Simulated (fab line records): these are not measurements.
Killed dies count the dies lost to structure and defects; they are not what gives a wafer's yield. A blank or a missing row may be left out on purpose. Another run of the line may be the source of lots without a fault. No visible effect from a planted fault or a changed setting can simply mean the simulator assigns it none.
What tool caused it? / flow rit-cmos / 14 lots with 42 wafers sampled at 2 steps, on a route of 202 steps

WHAT EACH GAUGE READ, for each wafer
RIT_REOX_THK_MEAS_04.
lot=L357; measured=day 2 16:31; on=film-metro-01; REOX_OXIDE_THK (nm)=25.5 25.8 25.5
lot=L358; measured=day 2 22:57; on=film-metro-02; REOX_OXIDE_THK (nm)=25.8 26.0 26.2
lot=L359; measured=day 3 02:49; on=film-metro-02; REOX_OXIDE_THK (nm)=25.1 24.9 25.1
lot=L360; measured=day 3 07:07; on=film-metro-02; REOX_OXIDE_THK (nm)=25.1 25.1 25.5
lot=L361; measured=day 3 13:39; on=film-metro-01; REOX_OXIDE_THK (nm)=25.9 25.8 25.7
lot=L362; measured=day 3 22:06; on=film-metro-01; REOX_OXIDE_THK (nm)=29.6 29.7 29.7
lot=L365; measured=day 4 12:41; on=film-metro-01; REOX_OXIDE_THK (nm)=25.7 25.7 25.8
lot=L366; measured=day 4 14:49; on=film-metro-01; REOX_OXIDE_THK (nm)=28.9 29.7 28.9
lot=L372; measured=day 5 23:06; on=film-metro-01; REOX_OXIDE_THK (nm)=25.7 25.5 25.9
lot=L375; measured=day 6 12:58; on=film-metro-02; REOX_OXIDE_THK (nm)=25.6 24.9 25.2
lot=L377; measured=day 7 01:47; on=film-metro-01; REOX_OXIDE_THK (nm)=25.4 25.1 24.7
lot=L378; measured=day 7 04:30; on=film-metro-03; REOX_OXIDE_THK (nm)=24.9 24.7 24.7
lot=L379; measured=day 7 10:50; on=film-metro-02; REOX_OXIDE_THK (nm)=25.8 25.6 25.5
lot=L380; measured=day 7 16:16; on=film-metro-02; REOX_OXIDE_THK (nm)=25.5 25.3 25.3

WHAT TOOL EACH LOT RAN ON (gives the tool, then ch and the chambers of the sampled wafers, and finally the start)
lot=L357; RIT_REOX_OXIDATION_03=furnace-02 ch 0, day 2 13:56
lot=L358; RIT_REOX_OXIDATION_03=furnace-02 ch 0, day 2 20:23
lot=L359; RIT_REOX_OXIDATION_03=furnace-02 ch 0, day 3 00:15
lot=L360; RIT_REOX_OXIDATION_03=furnace-02 ch 0, day 3 04:34
lot=L361; RIT_REOX_OXIDATION_03=furnace-02 ch 0, day 3 11:06
lot=L362; RIT_REOX_OXIDATION_03=furnace-02 ch 0, day 3 19:33
lot=L365; RIT_REOX_OXIDATION_03=furnace-03 ch 0, day 4 10:08
lot=L366; RIT_REOX_OXIDATION_03=furnace-02 ch 0, day 4 12:16
lot=L372; RIT_REOX_OXIDATION_03=furnace-01 ch 0, day 5 20:33
lot=L375; RIT_REOX_OXIDATION_03=furnace-01 ch 0, day 6 10:25
lot=L377; RIT_REOX_OXIDATION_03=furnace-01 ch 0, day 6 23:14
lot=L378; RIT_REOX_OXIDATION_03=furnace-01 ch 0, day 7 01:56
lot=L379; RIT_REOX_OXIDATION_03=furnace-02 ch 0, day 7 08:17
lot=L380; RIT_REOX_OXIDATION_03=furnace-01 ch 0, day 7 13:43
- RIT_REOX_OXIDATION_03: target thk 25.2 nm, ox time 5580 s.

AS READ BY THE TOOLS THEMSELVES (means over the sampled wafers that have a number; for cases with no such wafer, the mark the record gives instead)
RIT_REOX_OXIDATION_03.
lot=L357; tool=furnace-02; spike-tc-centre-C (C)=902.9; spike-tc-load-C (C)=923.6; spike-tc-source-C (C)=924; tube-center-temp-C (C)=900; tube_center_temp_C_max=902.9
lot=L358; tool=furnace-02; spike-tc-centre-C (C)=903.8; spike-tc-load-C (C)=923.8; spike-tc-source-C (C)=924; tube-center-temp-C (C)=900; tube_center_temp_C_max=902.4
lot=L359; tool=furnace-02; spike-tc-centre-C (C)=903.3; spike-tc-load-C (C)=924.7; spike-tc-source-C (C)=924; tube-center-temp-C (C)=900; tube_center_temp_C_max=902.1
lot=L360; tool=furnace-02; spike-tc-centre-C (C)=903.7; spike-tc-load-C (C)=923.0; spike-tc-source-C (C)=925; tube-center-temp-C (C)=900; tube_center_temp_C_max=902.2
lot=L361; tool=furnace-02; spike-tc-centre-C (C)=904.0; spike-tc-load-C (C)=923.6; spike-tc-source-C (C)=924; tube-center-temp-C (C)=900; tube_center_temp_C_max=902.1
lot=L362; tool=furnace-02; spike-tc-centre-C (C)=918.1; spike-tc-load-C (C)=939.5; spike-tc-source-C (C)=938; tube-center-temp-C (C)=915; tube_center_temp_C_max=917.3
lot=L365; tool=furnace-03; spike-tc-centre-C (C)=899.9; spike-tc-load-C (C)=924.4; spike-tc-source-C (C)=917; tube-center-temp-C (C)=900; tube_center_temp_C_max=902.2
lot=L366; tool=furnace-02; spike-tc-centre-C (C)=919.1; spike-tc-load-C (C)=939.6; spike-tc-source-C (C)=939; tube-center-temp-C (C)=915; tube_center_temp_C_max=917.4
lot=L372; tool=furnace-01; spike-tc-centre-C (C)=901.6; spike-tc-load-C (C)=924.0; spike-tc-source-C (C)=926; tube-center-temp-C (C)=900; tube_center_temp_C_max=902.5
lot=L375; tool=furnace-01; spike-tc-centre-C (C)=901.6; spike-tc-load-C (C)=924.4; spike-tc-source-C (C)=925; tube-center-temp-C (C)=900; tube_center_temp_C_max=902.5
lot=L377; tool=furnace-01; spike-tc-centre-C (C)=901.3; spike-tc-load-C (C)=923.6; spike-tc-source-C (C)=927; tube-center-temp-C (C)=900; tube_center_temp_C_max=902.1
lot=L378; tool=furnace-01; spike-tc-centre-C (C)=901.6; spike-tc-load-C (C)=923.9; spike-tc-source-C (C)=926; tube-center-temp-C (C)=900; tube_center_temp_C_max=902.6
lot=L379; tool=furnace-02; spike-tc-centre-C (C)=902.3; spike-tc-load-C (C)=923.6; spike-tc-source-C (C)=924; tube-center-temp-C (C)=900; tube_center_temp_C_max=902.2
lot=L380; tool=furnace-01; spike-tc-centre-C (C)=902.4; spike-tc-load-C (C)=923.3; spike-tc-source-C (C)=925; tube-center-temp-C (C)=900; tube_center_temp_C_max=902.2

THE ANSWER, worked out from the rows above alone
Rule: what is usual is taken from the lots themselves. Put in order of their means at a reading, lots are off if they are a third of the lots or fewer, leave a main group of 4 or more, and stand apart from it by a gap of 3 or more times the standard deviation of the main group's means; of several such gaps the widest counts. The tables above print the reading to a certain number of digits; a main group whose means all agree to those digits is not used. Also off: a lot with no number at a reading for which 4 or more lots have one. All remaining lots with rows at the step are treated as sound. The gauges are gone through in route order, then the tools' own readings, and for those a lot's mean is taken as printed above. The first step at which some lot is off is used, and at that step the reading that is off furthest; a lot without a number counts as furthest.
Off: at RIT_REOX_THK_MEAS_04 (REOX_OXIDE_THK), L362, L366. The main group: mean 25.4 nm, standard deviation 0.35.
A tool fits if, at a process step before that reading, it ran every lot that is off, and no sound lot after the first of them. The gauges at RIT_REOX_THK_MEAS_04 aren't tried: what is off there is off at RIT_REOX_OXIDATION_03 too, on other tools, and a gauge's error can't cause that. No candidate that was tried fits.

WHAT THE SIMULATOR HAD PUT IN
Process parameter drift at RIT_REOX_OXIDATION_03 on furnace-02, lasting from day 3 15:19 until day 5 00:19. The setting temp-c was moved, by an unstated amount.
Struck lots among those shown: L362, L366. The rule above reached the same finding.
